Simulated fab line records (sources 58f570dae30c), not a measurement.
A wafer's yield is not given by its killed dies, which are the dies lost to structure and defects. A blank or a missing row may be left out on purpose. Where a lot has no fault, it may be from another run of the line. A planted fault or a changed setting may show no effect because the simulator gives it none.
Struck lot and sound lot, side by side | flow berkeleyCmos170 | 23 out of 331 route steps
Sound: these wafers, L950.1, L950.4, L950.6. Wafers L967.1, L967.5, L967.6 were the ones struck. The cause comes at the end.
Per side, at each step with rows, come the tool, then ch with its chambers, and then its first start. Under that, the readings that differ: sound wafers | struck wafers | difference of the means | sigmas: that difference in standard deviations of wafers without a fault.
alike: readings with means less than 2 such deviations apart, plus words and numbers identical on both sides. not compared: withheld readings, readings lacking a value on some wafer, bounds such as >300 that could conceal the same value, and numbers that have no deviation in the record and whose values overlap.
The two part at a step that has a row with sigmas, a row that says differs or no value, or rows on one side only. Numbers that have no deviation but don't overlap get no sigmas and don't part them. A reading missing from all wafers of one side parts the sides only when that side holds two or more wafers.

UCB170_V1_STRIP_15: strips in O2.
  sound on plasmaAsher-03 ch 0,1, day 8 18:15; struck on plasmaAsher-03 ch 0,1, day 12 06:30
  alike: chamberPressureMTorr, drypumpMotorCurrentA, oesProductAu, stripTimeToEndpointS
  not compared: rfHoursCounterH
UCB170_V1_CD_MEAS_90: the cd target is 700 nm.
  sound on cdSem-01, day 8 18:21; struck on cdSem-01, day 12 06:36
  alike: cdNm
then, 1 step without rows for these wafers: UCB170_M2_PRE_CLEAN_00 (preclean etch time 60 s).
UCB170_M2_SPUTTER_01: material Al, target thk 900 nm, time 120 s.
  sound on pvdSputter-03, day 8 18:32; struck on pvdSputter-03, day 12 06:48
  alike: throttleValvePct
UCB170_M2_RS_MEAS_02: measures by four-point-probe.
  sound on filmMetro-02, day 8 18:37; struck on filmMetro-02, day 12 06:53
  alike: M2_AL_RS
UCB170_M2_THK_MEAS_03: measures by xrf.
  sound on filmMetro-02, day 8 18:44; struck on filmMetro-02, day 12 07:01
  alike: M2_AL_THK
then, 3 steps without rows for these wafers: UCB170_M2_HMDS_04 (prime time 60 s); UCB170_M2_COAT_05 (resist thk 900 nm); UCB170_M2_SOFTBAKE_06 (time 60 s).
UCB170_M2_STRIP_07: strips in O2.
  sound on plasmaAsher-03 ch 0, day 8 19:29; struck on plasmaAsher-02 ch 0,1, day 12 07:37
reading                  | sound             | struck            | difference | sigmas
stripTimeToEndpointS (s) | 22.07 22.10 22.07 | 21.96 21.93 21.91 | -0.15      | -2
  alike: chamberPressureMTorr, drypumpMotorCurrentA, oesProductAu
  not compared: rfHoursCounterH
then, 2 steps without rows for these wafers: UCB170_M2_STRIP_08 (strips KrF in DMSO, time 600 s); UCB170_M2_COAT_09.
UCB170_M2_COAT_10: resist thk 900 nm.
  sound on lithoTrack-01 ch 0, day 8 20:00; struck on lithoTrack-01 ch 0, day 12 08:00
reading                            | sound                | struck               | difference | sigmas
spinSpeedRpm (rpm)                 | 1501.0 1501.5 1499.5 | 1635.4 1634.3 1635.4 | +134.4     | +99 or more
model.KrF_of_M2_COAT_10.thkNm (nm) | 901.3 899.1 899      | 866 862.8 864.5      | -35        | 
then, 4 steps without rows for these wafers: UCB170_M2_SOFTBAKE_11 (time 60 s); UCB170_M2_EXPOSE_12 (exposes mask METAL2, target cd 700 nm); UCB170_M2_PEB_13; UCB170_M2_DEVELOP_14 (develop time 45 s).
UCB170_M2_CD_MEAS_15: the cd target is 700 nm.
  sound on cdSem-02, day 8 21:59; struck on cdSem-02, day 12 08:56
reading   | sound             | struck            | difference | sigmas
cdNm (nm) | 700.4 701.3 701.4 | 698.2 698.4 698.4 | -2.7       | -2
UCB170_M2_OVL_MEAS_16:
  sound on overlay-01, day 8 22:06; struck on overlay-02, day 12 09:04
  alike: M2_OVL
UCB170_M2_ETCH_17: etches BARC in N2/H2.
  sound on rieDiel-03 ch 1,3, day 8 22:08; struck on rieDiel-02 ch 0,2,3, day 12 09:05
  alike: chamberPressureMTorr, drypumpMotorCurrentA, n2FlowSccm, oesProductAu, throttleValvePct
UCB170_M2_METAL_ETCH_18: etches Al in Cl2/BCl3, stops on SiO2, target depth 1170 nm, time 195 s.
  sound on rieMetal-02 ch 0,1, day 8 22:11; struck on rieMetal-01 ch 0,1, day 12 09:08
reading                            | sound             | struck          | difference | sigmas
model.KrF_of_M2_COAT_10.thkNm (nm) | 211.8 228.2 214.8 | 162.1 164 171.6 | -52.4      | 
  alike: chamberPressureMTorr, drypumpMotorCurrentA, oesProductAu, throttleValvePct
  not compared: rfHoursCounterH
UCB170_M2_STRIP_19: strips in O2.
  sound on plasmaAsher-01 ch 0,1, day 8 22:22; struck on plasmaAsher-02 ch 0,1, day 12 09:19
reading             | sound             | struck            | difference | sigmas
oesProductAu (a.u.) | 0.541 0.558 0.553 | 0.491 0.491 0.495 | -0.058     | -6
  alike: chamberPressureMTorr, drypumpMotorCurrentA
  not compared: rfHoursCounterH
UCB170_M2_CD_MEAS_90: the cd target is 700 nm.
  sound on cdSem-02, day 8 22:31; struck on cdSem-02, day 12 09:25
  alike: cdNm

## WHERE THEY PART
At UCB170_M2_STRIP_07 first; at UCB170_M2_STRIP_19 last (within this record only). Later steps at which nothing parts them and some readings are alike: UCB170_M2_CD_MEAS_90.

WHY: what had been put in by the simulator
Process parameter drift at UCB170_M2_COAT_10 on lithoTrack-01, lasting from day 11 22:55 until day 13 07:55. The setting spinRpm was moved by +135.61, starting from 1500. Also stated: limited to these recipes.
